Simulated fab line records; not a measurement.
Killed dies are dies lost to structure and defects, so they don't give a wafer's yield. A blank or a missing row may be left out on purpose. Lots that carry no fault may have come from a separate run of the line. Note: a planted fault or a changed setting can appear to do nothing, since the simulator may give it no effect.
A struck lot beside a sound one :: flow rit-cmos :: 17 out of 202 route steps
Sound: these wafers, L325.3, L325.5, L325.6. Wafers L330.2, L330.4, L330.5 were the ones struck. At the end, the cause is stated.
Order at every step that has rows: each side's tool, ch and its chambers, its first start. Under that, the readings that differ: sound wafers :: struck wafers :: difference of the means :: sigmas: that difference in standard deviations of wafers without a fault.
alike: same words and numbers on both sides, and readings whose means sit less than 2 such deviations apart. not compared: any withheld reading, any reading some wafer has no value for, any bound like >300 that may hide the same value, and any number with overlapping values for which the record gives no deviation.
The two part at a step that has a row with sigmas, a row that says differs or no value, or rows on one side only. Numbers that don't overlap but have no deviation are shown without sigmas and don't part them. A reading that every wafer of one side lacks parts them only if that side has two wafers or more.

first, 2 steps without rows for these wafers: RIT_ACTIVE_CLEAN_17 (cleans in SC2, time 600 s); RIT_FOX1_OXIDATION_00 (target thk 350.7 nm, ox time 1130 s).
RIT_FOX1_THK_MEAS_01:
  sound on film-metro-01, day 2 19:23; struck on film-metro-03, day 3 21:21
  alike: FOX1_OXIDE_THK
then, 2 steps without rows for these wafers: RIT_FOX1_WET_ETCH_02 (etches SiO2 in BOE, target depth 350 nm, time 390 s); RIT_FOX2_OXIDATION_00 (target thk 350.7 nm, ox time 1130 s).
RIT_FOX2_THK_MEAS_01:
  sound on film-metro-02, day 2 21:47; struck on film-metro-02, day 4 00:35
  alike: FOX2_OXIDE_THK
then, 2 steps without rows for these wafers: RIT_FOX2_CLEAN_02 (cleans in dHF, time 180 s); RIT_FOX2_WET_ETCH_03 (etches Si3N4 in H3PO4, target depth 195 nm, time 2700 s).
RIT_FOX2_THK_MEAS_90:
  sound on film-metro-03, day 2 22:39; struck on film-metro-03, day 4 01:32
  alike: FIELD_OXIDE_LEFT_1_THK
then, 3 steps without rows for these wafers: RIT_NWELL_HMDS_00 (prime time 60 s); RIT_NWELL_COAT_01 (resist thk 1300 nm); RIT_NWELL_SOFTBAKE_02 (time 60 s).
RIT_NWELL_EXPOSE_03: exposes mask M2, target cd 43900 nm.
  sound on iline-stepper-02 ch 0, day 2 23:24; struck on iline-stepper-02 ch 0, day 4 02:04
reading: model.NWELL.overlay-x-nm (nm)
sound: 0.9393 0.9393 0.9393
struck: -179.6 -179.6 -179.6
difference: -180.5
sigmas: 
  alike: mask, reticle-temp-C
then, 2 steps without rows for these wafers: RIT_NWELL_PEB_04; RIT_NWELL_DEVELOP_05 (develop time 68 s).
RIT_NWELL_OVL_MEAS_06:
  sound on overlay-01, day 2 23:49; struck on overlay-01, day 4 02:41
reading: NWELL_OVL (nm)
sound: -0.3 -2.6 -0.9
struck: -181.3 -179.7 -181.4
difference: -179.5
sigmas: -99 or more
  not compared: hold
RIT_M1_PROBE_99:
  the record has rows for the sound wafers here (prober-01, day 4 22:40) and none for the struck ones

WHERE THEY PART
Earliest at RIT_NWELL_OVL_MEAS_06; latest, in this record, at RIT_M1_PROBE_99.

WHY: whatever the simulator had introduced
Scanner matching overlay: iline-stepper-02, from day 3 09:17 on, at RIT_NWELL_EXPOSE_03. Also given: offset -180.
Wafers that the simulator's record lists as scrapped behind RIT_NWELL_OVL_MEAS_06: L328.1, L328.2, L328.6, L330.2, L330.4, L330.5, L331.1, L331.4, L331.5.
